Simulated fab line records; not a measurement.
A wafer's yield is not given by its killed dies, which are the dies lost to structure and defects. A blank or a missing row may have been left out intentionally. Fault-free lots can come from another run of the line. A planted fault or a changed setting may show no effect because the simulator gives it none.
Struck lot and sound lot, side by side	flow rit-cmos	26 out of 202 route steps
Sound: these wafers, L811.2, L811.3, L811.4. The struck wafers were L808.2, L808.4, L808.6. Last of all comes the cause.
Order at every step that has rows: each side's tool, ch and its chambers, its first start. Under that, the readings that differ: sound wafers	struck wafers	difference of the means	sigmas: that difference in standard deviations of wafers without a fault.
alike: same words and numbers on both sides, and readings whose means sit less than 2 such deviations apart. not compared: any withheld reading, any reading some wafer has no value for, any bound like >300 that may hide the same value, and any number with overlapping values for which the record gives no deviation.
Wherever a step has rows on one side only, a row that says differs or no value, or a row with sigmas, the two part there. Numbers that have no deviation but don't overlap get no sigmas and don't part them. Lack of a reading on every wafer of one side parts them only where that side has two or more wafers.

first, 2 steps without rows for these wafers: RIT_FOX2_CLEAN_02 (cleans in dHF, time 171.4 s); RIT_FOX2_WET_ETCH_03 (etches Si3N4 in H3PO4, target depth 195 nm, time 2700 s).
RIT_FOX2_THK_MEAS_90:
  sound on film-metro-04, day 4 22:12; struck on film-metro-04, day 4 07:26
  alike: FIELD_OXIDE_LEFT_1_THK
then, 6 steps without rows for these wafers: RIT_NWELL_HMDS_00 (prime time 62.67 s); RIT_NWELL_COAT_01 (resist thk 1300 nm); RIT_NWELL_SOFTBAKE_02 (time 60 s); RIT_NWELL_EXPOSE_03 (exposes mask M2, target cd 43900 nm); RIT_NWELL_PEB_04; RIT_NWELL_DEVELOP_05 (develop time 68 s).
RIT_NWELL_OVL_MEAS_06:
  sound on overlay-01, day 4 23:22; struck on overlay-02, day 4 08:22
  alike: NWELL_OVL
then, 2 steps without rows for these wafers: RIT_NWELL_HARDBAKE_07 (time 120 s); RIT_NWELL_IMPLANT_08.
RIT_NWELL_STRIP_09: strips in O2, time 180 s.
  sound on plasma-asher-01 ch 0,1, day 4 23:47; struck on plasma-asher-03 ch 0,1, day 4 08:47
  no value came back on the struck wafers for chamber-pressure-mTorr (mTorr), drypump-motor-current-A (A), rf-refl-power-W (W); on the sound wafers chamber-pressure-mTorr (mTorr) reads 3997 4008 3998
reading	sound	struck	difference	sigmas
model.NOVOLAK_of_NWELL_COAT_01.thk-nm (nm)	0 0 0	1136 1140 1137	+1138	
  not compared: rf-hours-counter-h
RIT_NWELL_TW_MEAS_10:
  sound on film-metro-02, day 4 23:58; struck on film-metro-03, day 4 08:59
  alike: NWELL_TW
then, 6 steps without rows for these wafers: RIT_PWELL_HMDS_00 (prime time 60 s); RIT_PWELL_COAT_01 (resist thk 1300 nm); RIT_PWELL_SOFTBAKE_02 (time 60 s); RIT_PWELL_EXPOSE_03 (exposes mask M3, target cd 43700 nm); RIT_PWELL_PEB_04; RIT_PWELL_DEVELOP_05 (develop time 68 s).
RIT_PWELL_OVL_MEAS_06:
  sound on overlay-02, day 5 01:00; struck on overlay-02, day 4 10:07
  alike: PWELL_OVL
then, 2 steps without rows for these wafers: RIT_PWELL_HARDBAKE_07 (time 120 s); RIT_PWELL_IMPLANT_08.
RIT_PWELL_STRIP_09: strips in O2, time 180 s.
  sound on plasma-asher-04 ch 0,1, day 5 01:26; struck on plasma-asher-02 ch 0,1, day 4 10:32
  alike: chamber-pressure-mTorr, drypump-motor-current-A, rf-refl-power-W
  not compared: rf-hours-counter-h
RIT_PWELL_TW_MEAS_10:
  sound on film-metro-03, day 5 01:37; struck on film-metro-03, day 4 10:44
reading	sound	struck	difference	sigmas
PWELL_TW	958 961 957	30 30 30	-929	-99 or more
then, 1 step without rows for these wafers: RIT_WELLDRIVE_ANNEAL_00 (time 14700 s).

== WHERE THEY PART ==
At RIT_NWELL_STRIP_09 first; at RIT_PWELL_TW_MEAS_10 last (within this record only).

WHY: the cause the simulator had injected
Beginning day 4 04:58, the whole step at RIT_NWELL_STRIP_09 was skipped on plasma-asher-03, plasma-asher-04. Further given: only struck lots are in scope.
